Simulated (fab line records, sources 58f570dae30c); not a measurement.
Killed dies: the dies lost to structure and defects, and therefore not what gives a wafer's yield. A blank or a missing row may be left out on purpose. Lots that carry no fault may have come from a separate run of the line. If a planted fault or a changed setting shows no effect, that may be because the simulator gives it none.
A lot that was struck, set against a sound lot -- flow berkeley_cmos170 -- 20 out of 331 route steps
Sound: the wafers L457.1, L457.3, L457.5. Wafers struck: L450.1, L450.3, L450.4. The cause is named last.
Order at every step that has rows: each side's tool, ch and its chambers, its first start. Under that, the readings that differ: sound wafers -- struck wafers -- difference of the means -- sigmas: that difference in standard deviations of wafers without a fault.
alike: words and numbers the same on both sides, and readings whose means are apart by under 2 such deviations; not compared: readings that were withheld, readings missing a value for some wafer, numbers with overlapping values and no deviation given by the record, and bounds like >300 which may hide the same value.
The two part at a step that has a row with sigmas, a row that says differs or no value, or rows on one side only. Numbers that have no deviation but don't overlap get no sigmas and don't part them. Lack of a reading on every wafer of one side parts them only where that side has two or more wafers.

UCB170_M1_STRIP_13: strips in O2.
  sound on plasma_asher-04 ch 1, day 11 10:16; struck on plasma_asher-04 ch 0,1, day 9 21:06
  alike: drypump_motor_current_A, oes_product_au
  not compared: rf_hours_counter_h
UCB170_M1_CD_MEAS_90: target cd 700 nm.
  sound: cd_sem-02 at day 11 10:22; struck: cd_sem-02 at day 9 21:12
  alike: cd_nm
then, 1 step without rows for these wafers: UCB170_M1_ANNEAL_14 (time 1200 s).
UCB170_V1_CVD_00: deposits SiO2 from TEOS/O2, target thk 2000 nm, time 250 s.
  sound on pecvd-03 ch 0,2, day 11 13:54; struck on pecvd-03 ch 0,1,2, day 10 01:10
  alike: heater_power_w
UCB170_V1_THK_MEAS_01:
  sound: film_metro-02 at day 11 14:03; struck: film_metro-01 at day 10 01:21
  alike: V1_TEOS_THK
UCB170_V1_CMP_02: polishes SiO2.
  sound on cmp-02 ch 0,2,3, day 11 14:07; struck on cmp-01 ch 0,1,2, day 10 01:28
  alike: motor_current_A
UCB170_V1_BOW_MEAS_03:
  sound: film_metro-01 at day 11 14:25; struck: film_metro-02 at day 10 01:43
  alike: V1_BOW
UCB170_V1_THK_MEAS_04:
  sound: film_metro-01 at day 11 14:32; struck: film_metro-02 at day 10 01:50
reading,sound,struck,difference,sigmas
V1_POLISHED_THK (nm),1001.2 1002.3 1002.3,998.7 998.7 999.2,-3.1,-3
then, 4 steps without rows for these wafers: UCB170_V1_CLEAN_05 (cleans in DIW); UCB170_V1_HMDS_06 (prime time 60 s); UCB170_V1_COAT_07 (resist thk 900 nm); UCB170_V1_SOFTBAKE_08 (time 60 s).
UCB170_V1_EXPOSE_09: exposes mask VIA1, target cd 700 nm.
  sound on krf_scanner-02 ch 0, day 11 17:20; struck on krf_scanner-01 ch 0, day 10 03:01
reading,sound,struck,difference,sigmas
exposure_dose_mJ_cm2,37.03 37.05 36.99,34.70 34.69 34.71,-2.32,-63
  alike: mask
then, 2 steps without rows for these wafers: UCB170_V1_PEB_10; UCB170_V1_DEVELOP_11 (develop time 45 s).
UCB170_V1_CD_MEAS_12: target cd 700 nm.
  sound: cd_sem-01 at day 11 17:44; struck: cd_sem-02 at day 10 03:41
reading,sound,struck,difference,sigmas
cd_nm (nm),698.1 698.3 698.8,687.7 688.6 688.3,-10.2,-7
  not compared: hold
UCB170_V1_OVL_MEAS_13:
  sound: overlay-02 at day 11 17:51; struck: overlay-01 at day 10 08:59
reading,sound,struck,difference,sigmas
hold,- - -,await_dispo/5.2h/release await_dispo/5.2h/release await_dispo/5.2h/release,no value on the sound wafers,
  alike: V1_OVL
UCB170_V1_ETCH_14: etches SiO2 in CHF3/CF4/Ar, stops on Al, target depth 1250 nm, time 291 s.
  sound on rie_diel-01 ch 0,2, day 11 17:53; struck on rie_diel-02 ch 1,2,3, day 10 09:01
reading,sound,struck,difference,sigmas
oes_product_au (a.u.),0.852 0.846 0.846,0.884 0.876 0.863,+0.026,+2
model.V1.cd_nm (nm),697.3 698.1 698.4,687.3 688.4 688.9,-9.7,
  alike: drypump_motor_current_A, throttle_valve_pct
  not compared: rf_hours_counter_h
UCB170_V1_STRIP_15: strips in O2.
  sound on plasma_asher-01 ch 0,1, day 11 18:04; struck on plasma_asher-03 ch 0,1, day 10 09:11
  alike: drypump_motor_current_A, oes_product_au, strip_time_to_endpoint_s
  not compared: rf_hours_counter_h
UCB170_M3_PROBE_99:
  record: rows for the struck wafers here (prober-01, day 10 21:16), none for the sound ones

WHERE THEY PART
First at UCB170_V1_THK_MEAS_04; last, within this record, at UCB170_M3_PROBE_99.

WHY: what the simulator had put in
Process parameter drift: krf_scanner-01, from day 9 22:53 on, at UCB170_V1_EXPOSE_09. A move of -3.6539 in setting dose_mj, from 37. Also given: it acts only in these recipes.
